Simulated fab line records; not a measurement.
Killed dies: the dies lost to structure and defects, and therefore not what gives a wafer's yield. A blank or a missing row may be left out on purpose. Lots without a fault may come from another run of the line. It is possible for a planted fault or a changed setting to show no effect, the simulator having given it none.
Commonality check across tools / flow berkeley-cmos170 / Sampled: 13 lots, 39 wafers

== THE REASON FOR OPENING IT ==
1 of 13 lots carry a flag on the reading PFIELD_TW at UCB170_PFIELD_TW_MEAS_09. No-fault wafers: 601, standard deviation 3.6.
Rule: flag the lot when none of its wafers has a number, or when each of its wafers that has one lies beyond 4 standard deviations from that mean. All remaining lots are regarded as sound.

lot=L869; measured=day 5 06:46; on=film-metro-04; PFIELD_TW, wafer by wafer=600 598 604; flag=
lot=L870; measured=day 5 07:51; on=film-metro-01; PFIELD_TW, wafer by wafer=605 605 602; flag=
lot=L871; measured=day 5 19:44; on=film-metro-04; PFIELD_TW, wafer by wafer=599 602 601; flag=
lot=L873; measured=day 6 12:01; on=film-metro-01; PFIELD_TW, wafer by wafer=30 30 30; flag=FLAGGED
lot=L880; measured=day 7 17:26; on=film-metro-04; PFIELD_TW, wafer by wafer=595 596 595; flag=
lot=L881; measured=day 7 17:40; on=film-metro-04; PFIELD_TW, wafer by wafer=593 595 592; flag=
lot=L884; measured=day 8 10:10; on=film-metro-03; PFIELD_TW, wafer by wafer=604 606 605; flag=
lot=L883; measured=day 8 12:04; on=film-metro-03; PFIELD_TW, wafer by wafer=608 609 608; flag=
lot=L885; measured=day 8 12:18; on=film-metro-01; PFIELD_TW, wafer by wafer=604 602 601; flag=
lot=L882; measured=day 8 12:23; on=film-metro-03; PFIELD_TW, wafer by wafer=604 608 608; flag=
lot=L886; measured=day 9 03:33; on=film-metro-01; PFIELD_TW, wafer by wafer=600 597 598; flag=
lot=L887; measured=day 9 04:01; on=film-metro-03; PFIELD_TW, wafer by wafer=601 596 596; flag=
lot=L888; measured=day 9 15:19; on=film-metro-03; PFIELD_TW, wafer by wafer=598 600 600; flag=
Averaged over the flagged lots the numbers come to 30, -571 from the usual (-99 or more standard deviations).

== EACH LOT AND THE TOOL IT RAN ON ==
3 process steps preceding the reading are held in the record, out of 331 steps in the route. Read each cell as the tool, then ch plus the chambers that the sampled wafers visited, then the start.
lot=L869; flag=; UCB170_ACTIVE_ETCH_15=rie-diel-04 ch 1,2,3, day 5 03:47; UCB170_PFIELD_EXPOSE_03=krf-scanner-02 ch 0, day 5 05:38; UCB170_PFIELD_STRIP_08=plasma-asher-01 ch 0,1, day 5 06:41
lot=L870; flag=; UCB170_ACTIVE_ETCH_15=rie-diel-04 ch 1,3, day 5 04:31; UCB170_PFIELD_EXPOSE_03=krf-scanner-01 ch 0, day 5 06:19; UCB170_PFIELD_STRIP_08=plasma-asher-02 ch 0,1, day 5 07:45
lot=L871; flag=; UCB170_ACTIVE_ETCH_15=rie-diel-02 ch 0,2,3, day 5 17:44; UCB170_PFIELD_EXPOSE_03=krf-scanner-01 ch 0, day 5 19:02; UCB170_PFIELD_STRIP_08=plasma-asher-01 ch 0,1, day 5 19:39
lot=L873; flag=FLAGGED; UCB170_ACTIVE_ETCH_15=rie-diel-04 ch 0,2,3, day 6 09:19; UCB170_PFIELD_EXPOSE_03=krf-scanner-01 ch 0, day 6 10:34; UCB170_PFIELD_STRIP_08=plasma-asher-01 ch 0,1, day 6 11:55
lot=L880; flag=; UCB170_ACTIVE_ETCH_15=rie-diel-03 ch 0,1, day 7 15:31; UCB170_PFIELD_EXPOSE_03=krf-scanner-01 ch 0, day 7 16:45; UCB170_PFIELD_STRIP_08=plasma-asher-04 ch 0,1, day 7 17:20
lot=L881; flag=; UCB170_ACTIVE_ETCH_15=rie-diel-02 ch 0,1,2, day 7 15:46; UCB170_PFIELD_EXPOSE_03=krf-scanner-02 ch 0, day 7 16:59; UCB170_PFIELD_STRIP_08=plasma-asher-01 ch 0,1, day 7 17:34
lot=L884; flag=; UCB170_ACTIVE_ETCH_15=rie-diel-02 ch 0,1,3, day 8 08:28; UCB170_PFIELD_EXPOSE_03=krf-scanner-02 ch 0, day 8 09:29; UCB170_PFIELD_STRIP_08=plasma-asher-02 ch 0,1, day 8 10:03
lot=L883; flag=; UCB170_ACTIVE_ETCH_15=rie-diel-04 ch 0,2,3, day 8 08:46; UCB170_PFIELD_EXPOSE_03=krf-scanner-02 ch 0, day 8 10:53; UCB170_PFIELD_STRIP_08=plasma-asher-02 ch 0,1, day 8 11:58
lot=L885; flag=; UCB170_ACTIVE_ETCH_15=rie-diel-03 ch 0,1,2, day 8 08:41; UCB170_PFIELD_EXPOSE_03=krf-scanner-01 ch 0, day 8 11:08; UCB170_PFIELD_STRIP_08=plasma-asher-02 ch 0,1, day 8 12:12
lot=L882; flag=; UCB170_ACTIVE_ETCH_15=rie-diel-02 ch 0,1, day 8 09:02; UCB170_PFIELD_EXPOSE_03=krf-scanner-01 ch 0, day 8 11:16; UCB170_PFIELD_STRIP_08=plasma-asher-01 ch 0,1, day 8 12:17
lot=L886; flag=; UCB170_ACTIVE_ETCH_15=rie-diel-03 ch 1,2,3, day 9 01:30; UCB170_PFIELD_EXPOSE_03=krf-scanner-02 ch 0, day 9 02:40; UCB170_PFIELD_STRIP_08=plasma-asher-02 ch 0,1, day 9 03:27
lot=L887; flag=; UCB170_ACTIVE_ETCH_15=rie-diel-04 ch 0,2,3, day 9 01:44; UCB170_PFIELD_EXPOSE_03=krf-scanner-01 ch 0, day 9 03:10; UCB170_PFIELD_STRIP_08=plasma-asher-02 ch 0,1, day 9 03:56
lot=L888; flag=; UCB170_ACTIVE_ETCH_15=rie-diel-02 ch 1,2,3, day 9 11:36; UCB170_PFIELD_EXPOSE_03=krf-scanner-01 ch 0, day 9 14:37; UCB170_PFIELD_STRIP_08=plasma-asher-02 ch 0,1, day 9 15:13
These steps, and what they do:
- UCB170_ACTIVE_ETCH_15: etches Si3N4 in CH3F/Ar/O2, stops on SiO2, target depth 242 nm, time 151 s.
- UCB170_PFIELD_EXPOSE_03: exposes mask PFIELD, target cd 1500 nm.
- UCB170_PFIELD_STRIP_08: strips in O2.
- UCB170_PFIELD_TW_MEAS_09

== FLAGGED AGAINST TOTAL, ONE TOOL AT A TIME (gauges that did the reading follow at the end) ==
step=UCB170_ACTIVE_ETCH_15; tool=rie-diel-02; lots run=5; flagged=0; share of the flagged lots=none; sound lots run after its first flagged lot=-
step=UCB170_ACTIVE_ETCH_15; tool=rie-diel-03; lots run=3; flagged=0; share of the flagged lots=none; sound lots run after its first flagged lot=-
step=UCB170_ACTIVE_ETCH_15; tool=rie-diel-04; lots run=5; flagged=1; share of the flagged lots=all; sound lots run after its first flagged lot=2 (L883,L887)
step=UCB170_PFIELD_EXPOSE_03; tool=krf-scanner-01; lots run=8; flagged=1; share of the flagged lots=all; sound lots run after its first flagged lot=5 (L880,L885,L882,L887,L888)
step=UCB170_PFIELD_EXPOSE_03; tool=krf-scanner-02; lots run=5; flagged=0; share of the flagged lots=none; sound lots run after its first flagged lot=-
step=UCB170_PFIELD_STRIP_08; tool=plasma-asher-01; lots run=5; flagged=1; share of the flagged lots=all; sound lots run after its first flagged lot=2 (L881,L882)
step=UCB170_PFIELD_STRIP_08; tool=plasma-asher-02; lots run=7; flagged=0; share of the flagged lots=none; sound lots run after its first flagged lot=-
step=UCB170_PFIELD_STRIP_08; tool=plasma-asher-04; lots run=1; flagged=0; share of the flagged lots=none; sound lots run after its first flagged lot=-
step=UCB170_PFIELD_TW_MEAS_09; tool=film-metro-01; lots run=4; flagged=1; share of the flagged lots=all; sound lots run after its first flagged lot=2 (L885,L886)
step=UCB170_PFIELD_TW_MEAS_09; tool=film-metro-03; lots run=5; flagged=0; share of the flagged lots=none; sound lots run after its first flagged lot=-
step=UCB170_PFIELD_TW_MEAS_09; tool=film-metro-04; lots run=4; flagged=0; share of the flagged lots=none; sound lots run after its first flagged lot=-

== WHAT THE TABLE PERMITS ==
4 rows of the table ran every flagged lot: rie-diel-04 at UCB170_ACTIVE_ETCH_15, krf-scanner-01 at UCB170_PFIELD_EXPOSE_03, plasma-asher-01 at UCB170_PFIELD_STRIP_08, film-metro-01 at UCB170_PFIELD_TW_MEAS_09.
- rie-diel-04 at UCB170_ACTIVE_ETCH_15 ran 5 lots, 1 of them flagged. After the first flagged lot (L883, L887), sound lots still ran on it; a lasting fault on the whole tool would not permit that.
- krf-scanner-01 at UCB170_PFIELD_EXPOSE_03 ran 8 lots, 1 of them flagged. After the first flagged lot (L880, L885, L882, L887, L888), sound lots still ran on it; a lasting fault on the whole tool would not permit that.
- plasma-asher-01 at UCB170_PFIELD_STRIP_08 ran 5 lots, 1 of them flagged. After the first flagged lot (L881, L882), sound lots still ran on it; a lasting fault on the whole tool would not permit that.
- film-metro-01 at UCB170_PFIELD_TW_MEAS_09 ran 4 lots, 1 of them flagged. After the first flagged lot (L885, L886), sound lots still ran on it; a lasting fault on the whole tool would not permit that.
None of the table's rows ran every flagged lot and, after the first, no sound lot.

== WHAT THE SIMULATOR HAD PUT IN ==
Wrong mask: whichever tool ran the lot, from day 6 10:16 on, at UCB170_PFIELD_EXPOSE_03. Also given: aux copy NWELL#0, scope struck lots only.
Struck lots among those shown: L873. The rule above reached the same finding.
